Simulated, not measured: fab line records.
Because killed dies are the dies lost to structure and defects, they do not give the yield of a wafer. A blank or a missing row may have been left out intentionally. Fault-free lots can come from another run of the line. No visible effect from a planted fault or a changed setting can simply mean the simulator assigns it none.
fab line records	flow berkeleyCmos170
record lots=5	wafers=23
route steps=331 shown GATE@135 PLDD@149 NLDD@159 PSD@178 SDANNEAL@205 CONTACT@217
startH: the number of hours between the record's first day and the start of the first shown wafer of the lot	waitH: hours since the lot's step before	" unchanged from the row above	L1.1+2: one row covering several wafers at once	- either no value or no given start	* or withheld: withheld	< > ~ a bound
route shown NAME@n: NAME is a module with steps in the file, n the number in the route of the first one	usual: the fault-free wafers' mean and standard deviation	same: alike in all rows	chamber/n: place in a boat	sites: the reading at each site	_std_site: the values' standard deviation	_edge_site: outer sites' mean less inner sites'	radiusMm: for every site, how far away it sits from the centre of the wafer	mask NAME#n: copy n	behind: the last tool/chamber to shape the wafer	hold: what put the lot on hold/how long, in hours/how the hold closed	device: whichever transistor did not switch (one of n, p or np)	end of line: at the end of the route, the tests of the same wafers	a step with no rows: only its recipe	killed: dies lost to structure and defects at the first sort, not the wafer's yield	map: dies across one wafer; x = killed, . = not, _ = none there
set.NAME: the setting as run; set.NAME@STEP: as run at that earlier step	model.NAME: the simulator's own value behind a step, which no gauge read
lots run with intentionally changed settings; tables by step, rows by wafer
## steps
# step UCB170_GATE_EXPOSE_09
# recipe maskId=POLY	targetCdNm=350	na=0.5	sigmaOuter=0.6	sourceShape=conventional	doseMj=21
lot.wafer	tool	chamber	startH	waitH	mask	set.doseMj
L075.1+2+3+4+5	krfScanner-02	0	166.18	-	POLY#0	21
L076.1+3+4+5+6	krfScanner-01	0	182.42	-	POLY#0	21
L082.1+2+3+5+6	krfScanner-01	0	197.19	-	POLY#0	21
L080.1+5+6	krfScanner-02	0	197.55	-	POLY#0	20.26
L080.3+4	"	0	"	"	POLY#0	21
L085.1+3+5	krfScanner-01	0	234.36	-	POLY#0	21
# step UCB170_GATE_PEB_10
# recipe pebTempC=130	pebTimeS=withheld	resist=KrF
# step UCB170_GATE_DEVELOP_11
# recipe developer=TMAH	developTimeS=45	resist=KrF	devTempC=21
# step UCB170_GATE_ETCH_14
# recipe chemistry=N2/H2	targetDepthA=withheld	overetchA=withheld	target=BARC	timeS=withheld	sourceW=500	biasW=100	pressureMtorr=30	n2FlowSccm=100	h2FlowSccm=200
# step UCB170_GATE_ETCH_15
# recipe chemistry=HBr/Cl2	target=poly-Si	stopOn=SiO2	overEtchFrac=0.3	icpW=300	biasW=150	timeS=56.3	pressureMtorr=15	HBr_flow_sccm=150	Cl2_flow_sccm=50	targetDepthA=2782
# usual oesProductAu=0.830/0.015
lot.wafer	tool	chamber	startH	waitH	set.tempC@GATE_CVD_04	oesProductAu	model.etch.depthNm	model.GATE.featureDepthNm
L075.1	rieSi-02	1	167.06	-	627.6	1.016	-	282
L075.2	"	2	"	"	627.6	1.001	-	276.9
L075.3	"	0	"	"	627.6	0.978	276.7	276.7
L075.4	"	3	"	"	627.6	1.007	-	279.8
L075.5	"	0	"	"	627.6	0.978	-	277.6
L076.1	rieSi-01	1	183.13	-	594.2	0.646	-	147.1
L076.3	"	2	"	"	594.2	0.641	146	146
L076.4	"	3	"	"	594.2	0.681	-	146.9
L076.5	"	0	"	"	594.2	0.643	-	148.3
L076.6	"	3	"	"	594.2	0.681	147.1	147.1
L082.1	rieSi-01	1	198.15	-	610	0.825	214.4	214.5
L082.2	"	3	"	"	610	0.859	214.5	214.5
L082.3	"	2	"	"	610	0.814	-	213.9
L082.5	"	0	"	"	610	0.809	-	214.4
L082.6	"	3	"	"	610	0.854	-	214.8
L080.1	rieSi-01	2	198.39	-	596	0.647	150.9	150.9
L080.3	"	3	"	"	596	0.686	151.1	151.1
L080.4	"	1	"	"	596	0.665	152.8	152.8
L080.5	"	3	"	"	596	0.676	152	152
L080.6	"	2	"	"	596	0.665	152.1	152.2
L085.1	rieSi-02	2	235.32	-	610	0.837	212.2	212.2
L085.3	"	3	"	"	610	0.826	211.8	211.8
L085.5	"	1	"	"	610	0.837	212.5	212.6
# step UCB170_PLDD_PEB_04
# recipe pebTempC=130	pebTimeS=withheld	resist=KrF
lot.wafer	tool	chamber	startH	waitH	set.pebTempC
L075.1+2	lithoTrack-04	0	168.63	0.3	130
L075.3+4+5	"	0	"	"	127.7
L076.1+3+4	lithoTrack-03	0	188.64	0.3	130
L076.5+6	"	0	"	"	133.5
L082.1+3	lithoTrack-01	0	200.13	0.8	130
L082.2+5+6	"	0	"	"	126.8
L080.1+3+4	lithoTrack-03	0	200.59	0.7	127.4
L080.5+6	"	0	"	"	130
L085.1+3+5	lithoTrack-04	0	236.81	0.3	130
# step UCB170_PLDD_DEVELOP_05
# recipe developer=TMAH	developTimeS=45	resist=KrF	devTempC=21
# step UCB170_PLDD_CD_MEAS_06
# recipe targetCdNm=1200
# usual cdNm=1200.2/1.4
lot.wafer	tool	chamber	startH	waitH	set.pebTempC@PLDD_PEB_04	cdNm
L075.1	cdSem-02	-	168.90	-	130	1198.0
L075.2	"	-	"	"	130	1199.2
L075.3	"	-	"	"	127.7	1182.9
L075.4	"	-	"	"	127.7	1182.0
L075.5	"	-	"	"	127.7	1183.3
L076.1	cdSem-01	-	188.97	-	130	1200.6
L076.3	"	-	"	"	130	1200.5
L076.4	"	-	"	"	130	1199.7
L076.5	"	-	"	"	133.5	1222.1
L076.6	"	-	"	"	133.5	1222.8
L082.1	cdSem-01	-	200.41	-	130	1198.3
L082.2	"	-	"	"	126.8	1173.7
L082.3	"	-	"	"	130	1200.2
L082.5	"	-	"	"	126.8	1173.5
L082.6	"	-	"	"	126.8	1176.4
L080.1	cdSem-01	-	200.87	-	127.4	1179.0
L080.3	"	-	"	"	127.4	1179.5
L080.4	"	-	"	"	127.4	1180.2
L080.5	"	-	"	"	130	1200.0
L080.6	"	-	"	"	130	1199.6
L085.1	cdSem-01	-	237.08	-	130	1198.1
L085.3	"	-	"	"	130	1198.6
L085.5	"	-	"	"	130	1198.0
# step UCB170_NLDD_COAT_01
# recipe resist=KrF	spinRpm=1500	resistThkNm=900
lot.wafer	tool	chamber	startH	waitH	set.resistThkNm	model.KrF_of_NLDD_COAT_01.thkNm
L075.1	lithoTrack-02	0	169.84	0.1	900	899.6
L075.2	"	0	"	"	951.2	950.6
L075.3	"	0	"	"	951.2	948.8
L075.4	"	0	"	"	900	898.6
L075.5	"	0	"	"	900	897.2
L076.1	lithoTrack-01	0	190.30	0.1	940.5	941.1
L076.3	"	0	"	"	900	894.1
L076.4	"	0	"	"	940.5	941.2
L076.5	"	0	"	"	940.5	939.7
L076.6	"	0	"	"	900	895.1
L082.1	lithoTrack-04	0	201.55	0.1	900	900.9
L082.2	"	0	"	"	900	901.4
L082.3	"	0	"	"	900	900.4
L082.5	"	0	"	"	950.5	949.6
L082.6	"	0	"	"	950.5	949.5
L080.1	lithoTrack-04	0	202.00	0.1	900	898.6
L080.3	"	0	"	"	928.7	928.1
L080.4	"	0	"	"	928.7	927.6
L080.5	"	0	"	"	900	899.2
L080.6	"	0	"	"	928.7	926.3
L085.1	lithoTrack-04	0	238.18	0.1	900	901.4
L085.3	"	0	"	"	900	902.1
L085.5	"	0	"	"	900	899.7
# step UCB170_NLDD_SOFTBAKE_02
# recipe resist=KrF	tempC=130	timeS=60
# step UCB170_NLDD_EXPOSE_03
# recipe maskId=NSELECT	na=0.5	sigmaOuter=0.6	sourceShape=conventional	targetCdNm=1200	doseMj=30
# step UCB170_NLDD_PEB_04
# recipe pebTempC=130	pebTimeS=withheld	resist=KrF
# step UCB170_NLDD_DEVELOP_05
# recipe developer=TMAH	developTimeS=45	resist=KrF	devTempC=21
# step UCB170_NLDD_CD_MEAS_06
# recipe targetCdNm=1200
# usual cdNm=1199.6/1.1
lot.wafer	tool	chamber	startH	waitH	set.resistThkNm@NLDD_COAT_01	cdNm
L075.1	cdSem-02	-	170.66	-	900	1199.9
L075.2	"	-	"	"	951.2	1197.3
L075.3	"	-	"	"	951.2	1198.6
L075.4	"	-	"	"	900	1200.9
L075.5	"	-	"	"	900	1199.6
L076.1	cdSem-02	-	191.15	-	940.5	1197.9
L076.3	"	-	"	"	900	1198.8
L076.4	"	-	"	"	940.5	1197.5
L076.5	"	-	"	"	940.5	1196.5
L076.6	"	-	"	"	900	1199.7
L082.1	cdSem-01	-	202.99	-	900	1199.1
L082.2	"	-	"	"	900	1198.3
L082.3	"	-	"	"	900	1199.9
L082.5	"	-	"	"	950.5	1196.5
L082.6	"	-	"	"	950.5	1196.5
L080.1	cdSem-01	-	203.26	-	900	1202.0
L080.3	"	-	"	"	928.7	1199.9
L080.4	"	-	"	"	928.7	1199.8
L080.5	"	-	"	"	900	1200.9
L080.6	"	-	"	"	928.7	1199.1
L085.1	cdSem-01	-	239.13	-	900	1198.3
L085.3	"	-	"	"	900	1197.3
L085.5	"	-	"	"	900	1198.0
# step UCB170_NLDD_IMPLANT_09
# recipe species=As	doseCm2=5e+13	energyKev=30	tiltDeg=7	rotationDeg=180
lot.wafer	tool	chamber	startH	waitH	set.doseCm2
L075.1+2+4	implanter-04	0	170.97	0.1	5.097e+13
L075.3+5	"	0	"	"	5e+13
L076.1+3	implanter-03	0	191.46	0.1	5.31e+13
L076.4+5+6	"	0	"	"	5e+13
L082.1+3+6	implanter-03	0	203.29	0.1	5.182e+13
L082.2+5	"	0	"	"	5e+13
L080.1+3+6	implanter-04	0	203.57	0.1	5e+13
L080.4+5	"	0	"	"	5.138e+13
L085.1+3+5	implanter-04	0	239.44	0.1	5e+13
# step UCB170_NLDD_STRIP_10
# recipe chemistry=O2	powerW=400	pressureMtorr=3500	platenTempC=withheld	o2FlowSccm=400	overashFraction=0.5
# usual stripTimeToEndpointS=21.60/0.05
lot.wafer	tool	chamber	startH	waitH	set.resistThkNm@NLDD_COAT_01	stripTimeToEndpointS
L075.1	plasmaAsher-03	1	171.12	0.1	900	21.61
L075.2	"	0	"	"	951.2	22.83
L075.3	"	0	"	"	951.2	22.79
L075.4	"	1	"	"	900	21.61
L075.5	"	0	"	"	900	21.55
L076.1	plasmaAsher-02	0	191.61	0.1	940.5	22.60
L076.3	"	0	"	"	900	21.49
L076.4	"	1	"	"	940.5	22.62
L076.5	"	1	"	"	940.5	22.58
L076.6	"	0	"	"	900	21.52
L082.1	plasmaAsher-02	0	203.44	0.1	900	21.65
L082.2	"	1	"	"	900	21.67
L082.3	"	1	"	"	900	21.63
L082.5	"	0	"	"	950.5	22.81
L082.6	"	1	"	"	950.5	22.82
L080.1	plasmaAsher-01	1	203.72	0.1	900	21.60
L080.3	"	0	"	"	928.7	22.31
L080.4	"	1	"	"	928.7	22.28
L080.5	"	0	"	"	900	21.60
L080.6	"	1	"	"	928.7	22.25
L085.1	plasmaAsher-03	1	239.59	0.1	900	21.65
L085.3	"	1	"	"	900	21.67
L085.5	"	0	"	"	900	21.61
# step UCB170_PSD_EXPOSE_03
# recipe maskId=PSELECT_MOD	na=0.5	sigmaOuter=0.6	sourceShape=conventional	targetCdNm=1200	doseMj=30
lot.wafer	tool	chamber	startH	waitH	mask	set.doseMj
L075.1+4	krfScanner-01	0	179.44	0.3	PSELECT_MOD#0	32.19
L075.2+3+5	"	0	"	"	PSELECT_MOD#0	30
L076.1+4	krfScanner-01	0	197.57	0.2	PSELECT_MOD#0	30.63
L076.3+5+6	"	0	"	"	PSELECT_MOD#0	30
L082.1+5	krfScanner-02	0	212.60	0.4	PSELECT_MOD#0	28.66
L082.2+3+6	"	0	"	"	PSELECT_MOD#0	30
L080.1+4+6	krfScanner-02	0	213.08	0.4	PSELECT_MOD#0	30
L080.3+5	"	0	"	"	PSELECT_MOD#0	28.08
L085.1+3+5	krfScanner-02	0	246.80	0.2	PSELECT_MOD#0	30
# step UCB170_PSD_PEB_04
# recipe pebTempC=130	pebTimeS=withheld	resist=KrF
# step UCB170_PSD_DEVELOP_05
# recipe developer=TMAH	developTimeS=45	resist=KrF	devTempC=21
# step UCB170_PSD_CD_MEAS_06
# recipe targetCdNm=1200
# usual cdNm=1200.3/1.5
lot.wafer	tool	chamber	startH	waitH	set.doseMj@PSD_EXPOSE_03	cdNm
L075.1	cdSem-02	-	179.83	-	32.19	1211.4
L075.2	"	-	"	"	30	1200.1
L075.3	"	-	"	"	30	1199.0
L075.4	"	-	"	"	32.19	1211.0
L075.5	"	-	"	"	30	1199.0
L076.1	cdSem-02	-	198.38	-	30.63	1204.0
L076.3	"	-	"	"	30	1200.7
L076.4	"	-	"	"	30.63	1203.6
L076.5	"	-	"	"	30	1200.2
L076.6	"	-	"	"	30	1200.2
L082.1	cdSem-02	-	213.48	-	28.66	1191.1
L082.2	"	-	"	"	30	1201.4
L082.3	"	-	"	"	30	1199.1
L082.5	"	-	"	"	28.66	1191.1
L082.6	"	-	"	"	30	1199.2
L080.1	cdSem-01	-	213.78	-	30	1203.0
L080.3	"	-	"	"	28.08	1191.8
L080.4	"	-	"	"	30	1203.7
L080.5	"	-	"	"	28.08	1192.7
L080.6	"	-	"	"	30	1204.6
L085.1	cdSem-02	-	247.76	-	30	1201.1
L085.3	"	-	"	"	30	1201.3
L085.5	"	-	"	"	30	1201.9
# step UCB170_PSD_IMPLANT_08
# recipe species=B	doseCm2=3e+15	energyKev=20	tiltDeg=7
lot.wafer	tool	chamber	startH	waitH	set.energyKev	model.implant.rpNm	model.implant.drpNm
L075.1+3+4	implanter-04	0	179.99	0.0	20	67.69	28.34
L075.2+5	"	0	"	"	19.58	66.28	27.92
L076.1+4+6	implanter-01	0	198.53	0.0	20.34	68.64	28.69
L076.3+5	"	0	"	"	20	67.51	28.34
L082.1+2+6	implanter-04	0	213.64	0.0	20	64.85	28.34
L082.3+5	"	0	"	"	18.91	61.35	27.24
L080.1+5+6	implanter-01	0	213.94	0.0	20.57	65.37	28.95
L080.3+4	"	0	"	"	20	63.58	28.34
L085.1+3+5	implanter-04	0	247.91	0.0	20	65	28.34
# step UCB170_PSD_STRIP_09
# recipe chemistry=O2	powerW=400	pressureMtorr=3500	platenTempC=withheld	o2FlowSccm=400	overashFraction=0.5
# usual stripTimeToEndpointS=29.39/0.063
lot.wafer	tool	chamber	startH	waitH	set.energyKev@PSD_IMPLANT_08	stripTimeToEndpointS
L075.1	plasmaAsher-03	1	180.14	0.1	20	29.43
L075.2	"	0	"	"	19.58	29.17
L075.3	"	0	"	"	20	29.41
L075.4	"	1	"	"	20	29.43
L075.5	"	0	"	"	19.58	29.32
L076.1	plasmaAsher-02	0	198.68	0.1	20.34	29.54
L076.3	"	0	"	"	20	29.41
L076.4	"	1	"	"	20.34	29.59
L076.5	"	1	"	"	20	29.48
L076.6	"	0	"	"	20.34	29.50
L082.1	plasmaAsher-03	1	213.79	0.1	20	29.39
L082.2	"	0	"	"	20	29.33
L082.3	"	0	"	"	18.91	28.82
L082.5	"	1	"	"	18.91	28.82
L082.6	"	0	"	"	20	29.40
L080.1	plasmaAsher-02	1	214.09	0.1	20.57	29.69
L080.3	"	1	"	"	20	29.44
L080.4	"	0	"	"	20	29.45
L080.5	"	1	"	"	20.57	29.74
L080.6	"	0	"	"	20.57	29.64
L085.1	plasmaAsher-04	0	248.06	0.1	20	29.42
L085.3	"	1	"	"	20	29.45
L085.5	"	1	"	"	20	29.51
# step UCB170_SDANNEAL_RTA_01
# recipe tempC=1050	timeS=5	ambient=N2
lot.wafer	tool	chamber	startH	waitH	set.timeS
L075.1+2+3+4+5	rtpAnneal-01	0	188.98	0.1	5
L076.1+3+6	rtpAnneal-02	0	203.13	0.1	5
L076.4+5	"	0	"	"	5.287
L082.1+2	rtpAnneal-02	0	218.31	0.1	5.288
L082.3+5+6	"	0	"	"	5
L080.1+3+4+5+6	rtpAnneal-01	0	219.02	0.1	5
L085.1+3+5	rtpAnneal-01	0	255.11	0.1	5
# step UCB170_SDANNEAL_RS_MEAS_02
# recipe thkMeasGauge=four-point-probe
# usual PSD_RS=75.56/0.29
lot.wafer	tool	chamber	startH	waitH	set.timeS@SDANNEAL_RTA_01	PSD_RS[ohm/sq]
L075.1	filmMetro-02	-	189.04	0.0	5	75.99
L075.2	"	-	"	"	5	75.93
L075.3	"	-	"	"	5	75.68
L075.4	"	-	"	"	5	75.76
L075.5	"	-	"	"	5	76.00
L076.1	filmMetro-02	-	203.19	0.0	5	75.39
L076.3	"	-	"	"	5	75.34
L076.4	"	-	"	"	5.287	74.63
L076.5	"	-	"	"	5.287	74.56
L076.6	"	-	"	"	5	75.74
L082.1	filmMetro-02	-	218.47	0.2	5.288	74.86
L082.2	"	-	"	"	5.288	74.97
L082.3	"	-	"	"	5	76.64
L082.5	"	-	"	"	5	76.49
L082.6	"	-	"	"	5	75.83
L080.1	filmMetro-01	-	219.08	0.0	5	74.78
L080.3	"	-	"	"	5	75.14
L080.4	"	-	"	"	5	75.33
L080.5	"	-	"	"	5	74.75
L080.6	"	-	"	"	5	74.95
L085.1	filmMetro-01	-	255.17	0.0	5	75.85
L085.3	"	-	"	"	5	75.53
L085.5	"	-	"	"	5	75.59
# step UCB170_SDANNEAL_RS_MEAS_05
# recipe thkMeasGauge=four-point-probe
# usual NLDD_RS=617.0/1.1
lot.wafer	tool	chamber	startH	waitH	set.doseCm2@NLDD_IMPLANT_09	NLDD_RS[ohm/sq]
L075.1	filmMetro-02	-	189.40	0.1	5.097e+13	611.7
L075.2	"	-	"	"	5.097e+13	612.4
L075.3	"	-	"	"	5e+13	615.7
L075.4	"	-	"	"	5.097e+13	613.7
L075.5	"	-	"	"	5e+13	616.5
L076.1	filmMetro-02	-	203.55	0.1	5.31e+13	604.4
L076.3	"	-	"	"	5.31e+13	606.3
L076.4	"	-	"	"	5e+13	619.2
L076.5	"	-	"	"	5e+13	615.8
L076.6	"	-	"	"	5e+13	618.9
L082.1	filmMetro-02	-	218.83	0.1	5.182e+13	609.2
L082.2	"	-	"	"	5e+13	616.4
L082.3	"	-	"	"	5.182e+13	610.3
L082.5	"	-	"	"	5e+13	615.7
L082.6	"	-	"	"	5.182e+13	609.2
L080.1	filmMetro-01	-	219.44	0.1	5e+13	616.7
L080.3	"	-	"	"	5e+13	619.2
L080.4	"	-	"	"	5.138e+13	612.1
L080.5	"	-	"	"	5.138e+13	613.1
L080.6	"	-	"	"	5e+13	617.6
L085.1	filmMetro-01	-	255.53	0.1	5e+13	617.9
L085.3	"	-	"	"	5e+13	618.9
L085.5	"	-	"	"	5e+13	616.5
# step UCB170_CONTACT_CVD_01
# recipe material=PSG	targetThkNm=700	tempC=450	precursor=SiH4/O2/PH3	timeS=2820	pressureMtorr=300	sih4FlowSccm=60	o2FlowSccm=90	ph3FlowSccm=25
lot.wafer	tool	chamber	startH	waitH	set.sih4FlowSccm	model.PSG_of_CONTACT_CVD_01.thkNm
L075.1	-	-	-	0.0	52.48	674.4
L075.2+4	"	-	"	"	52.48	-
L075.3	"	-	"	"	52.48	668.5
L075.5	"	-	"	"	52.48	666.5
L076.1+5	-	-	-	0.6	60	-
L076.3	"	-	"	"	60	714.1
L076.4	"	-	"	"	60	717.8
L076.6	"	-	"	"	60	710.2
L080.1	-	-	-	0.7	52.38	655.3
L080.3	"	-	"	"	52.38	656.7
L080.4	"	-	"	"	52.38	652.2
L080.5	"	-	"	"	52.38	651.6
L080.6	"	-	"	"	52.38	657
L082.1	-	-	-	1.3	56.07	670.4
L082.2	"	-	"	"	56.07	679.7
L082.3	"	-	"	"	56.07	680.5
L082.5+6	"	-	"	"	56.07	-
L085.1	lpcvd-02	0	256.20	0.0	60	699.2
L085.3	"	0	"	"	60	695.3
L085.5	"	0	"	"	60	696.4
# step UCB170_CONTACT_SOFTBAKE_11
# recipe resist=KrF	tempC=130	timeS=60
lot.wafer	tool	chamber	startH	waitH	set.timeS
L075.1+2	lithoTrack-04	0	-	-	62.96
L075.3+4+5	"	0	"	"	60
L076.1+3+4+5+6	lithoTrack-04	0	-	-	60
L080.1+5	lithoTrack-04	0	-	-	55.07
L080.3+4+6	"	0	"	"	60
L082.1+2+5	lithoTrack-04	0	-	-	60
L082.3+6	"	0	"	"	68.82
L085.1+3+5	lithoTrack-02	0	-	-	60
# step UCB170_CONTACT_EXPOSE_12
# recipe maskId=CONT	targetCdNm=700	na=0.5	sigmaOuter=0.6	sourceShape=conventional	doseMj=35
# step UCB170_CONTACT_PEB_13
# recipe pebTempC=130	pebTimeS=withheld	resist=KrF
# step UCB170_CONTACT_ETCH_17
# recipe chemistry=N2/H2	targetDepthA=withheld	overetchA=withheld	target=BARC	timeS=withheld	sourceW=500	biasW=100	pressureMtorr=30	n2FlowSccm=100	h2FlowSccm=200
# step UCB170_CONTACT_ETCH_18
# recipe chemistry=CHF3/CF4/Ar	target=PSG	stopOn=TiSi2	CHF3_flow_sccm=45	cf4FlowSccm=15	Ar_flow_sccm=150	pressureMtorr=200	rfW=700	targetDepthA=8400	overEtchFrac=0.2	timeS=195
lot.wafer	tool	chamber	startH	waitH	set.sih4FlowSccm@CONTACT_CVD_01	model.etch.depthNm
L075.1+2+4+5	rieDiel-01	1,2,0,1	-	-	52.48	-
L075.3	"	3	"	"	52.48	668.5
L076.1+4+5	rieDiel-03	1,3,1	-	-	60	-
L076.3	"	2	"	"	60	714.1
L076.6	"	2	"	"	60	710.2
L080.1	rieDiel-01	0	-	-	52.38	655.3
L080.3	"	1	"	"	52.38	656.7
L080.4	"	2	"	"	52.38	652.2
L080.5	"	2	"	"	52.38	651.6
L080.6	"	1	"	"	52.38	657
L082.1	rieDiel-04	1	-	-	56.07	670.4
L082.2	"	2	"	"	56.07	679.7
L082.3+5+6	"	0,1,2	"	"	56.07	-
L085.1	rieDiel-03	1	-	-	60	699.2
L085.3	"	0	"	"	60	695.3
L085.5	"	3	"	"	60	696.4
## key
split step=UCB170_GATE_EXPOSE_09	setting=doseMj	stated=21	by=wafer
response none clear
split step=UCB170_PLDD_PEB_04	setting=pebTempC	stated=130	by=wafer
response step=UCB170_PLDD_CD_MEAS_06	reading=cdNm	change=+9.26	per=1%	r=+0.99
split step=UCB170_NLDD_COAT_01	setting=resistThkNm	stated=900	by=wafer
response step=UCB170_NLDD_COAT_01	reading=model.KrF_of_NLDD_COAT_01.thkNm	change=+9.14	per=1%	r=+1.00
response step=UCB170_NLDD_CD_MEAS_06	reading=cdNm	change=-0.441	per=1%	r=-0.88
response step=UCB170_NLDD_STRIP_10	reading=stripTimeToEndpointS	change=*	per=1%	r=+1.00
split step=UCB170_NLDD_IMPLANT_09	setting=doseCm2	stated=5e+13	by=wafer
response step=UCB170_SDANNEAL_RS_MEAS_05	reading=NLDD_RS	change=-1.95	per=1%	r=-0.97
split step=UCB170_PSD_EXPOSE_03	setting=doseMj	stated=30	by=wafer
response step=UCB170_PSD_CD_MEAS_06	reading=cdNm	change=+1.74	per=1%	r=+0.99
split step=UCB170_PSD_IMPLANT_08	setting=energyKev	stated=20	by=wafer
response step=UCB170_PSD_IMPLANT_08	reading=model.implant.rpNm	change=+0.643	per=1%	r=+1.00
response step=UCB170_PSD_IMPLANT_08	reading=model.implant.drpNm	change=+0.203	per=1%	r=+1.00
response step=UCB170_PSD_STRIP_09	reading=stripTimeToEndpointS	change=*	per=1%	r=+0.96
split step=UCB170_SDANNEAL_RTA_01	setting=timeS	stated=5	by=wafer
response step=UCB170_SDANNEAL_RS_MEAS_02	reading=PSD_RS	change=-0.2	per=1%	r=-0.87
split step=UCB170_CONTACT_CVD_01	setting=sih4FlowSccm	stated=60	by=lot
response step=UCB170_CONTACT_CVD_01	reading=model.PSG_of_CONTACT_CVD_01.thkNm	change=+3.57	per=1%	r=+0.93
response step=UCB170_CONTACT_ETCH_18	reading=model.etch.depthNm	change=+3.64	per=1%	r=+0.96
split step=UCB170_CONTACT_SOFTBAKE_11	setting=timeS	stated=60	by=wafer
response none clear
split outsideThisFile step=UCB170_GATE_CVD_04 setting=tempC
# split outsideThisFile: this setting was split too, and the file shows its column; the key of that split is in another file
